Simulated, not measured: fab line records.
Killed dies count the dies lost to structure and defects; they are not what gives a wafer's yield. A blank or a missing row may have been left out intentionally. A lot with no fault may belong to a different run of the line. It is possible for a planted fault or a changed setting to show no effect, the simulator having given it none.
What tool caused it? ; flow berkeley_cmos170 ; 6 lots, 18 wafers sampled, at 2 steps of a route of 331

== WHAT EACH GAUGE READ, for each wafer ==
UCB170_M1_THK_MEAS_02: measures by xrf.
lot;measured;on;M1_AL_THK (nm)
L129;day 8 17:07;film_metro-01;608 612 615
L131;day 8 19:21;film_metro-02;604 605 602
L133;day 8 21:50;film_metro-02;617 615 615
L144;day 10 23:46;film_metro-04;610 609 607
L147;day 12 02:34;film_metro-02;612 610 607
L150;day 12 10:01;film_metro-01;614 615 619

== WHAT TOOL EACH LOT RAN ON (gives the tool, then ch and the chambers of the sampled wafers, and finally the start) ==
lot;UCB170_CONTACT_RTA_08
L129;rtp_anneal-01 ch 0, day 8 14:52
L131;rtp_anneal-01 ch 0, day 8 16:18
L133;rtp_anneal-01 ch 0, day 8 19:53
L144;rtp_anneal-01 ch 0, day 10 21:20
L147;rtp_anneal-02 ch 0, day 12 00:00
L150;rtp_anneal-02 ch 0, day 12 08:13
- UCB170_CONTACT_RTA_08: time 10 s.

== THE ANSWER, worked out from the rows above alone ==
Rule: the usual values come from the lots themselves. Put in order of their means at a reading, lots are off if they are a third of the lots or fewer, leave a main group of 4 or more, and stand apart from it by a gap of 3 or more times the standard deviation of the main group's means; of several such gaps the widest counts. The tables above print the reading to a certain number of digits; a main group whose means all agree to those digits is not used. Also off: a lot with no number at a reading for which 4 or more lots have one. Any other lot the step has rows for is counted as sound.
Nothing can be told from this: no lot is off at any reading shown.

== WHAT HAD BEEN PUT IN BY THE SIMULATOR ==
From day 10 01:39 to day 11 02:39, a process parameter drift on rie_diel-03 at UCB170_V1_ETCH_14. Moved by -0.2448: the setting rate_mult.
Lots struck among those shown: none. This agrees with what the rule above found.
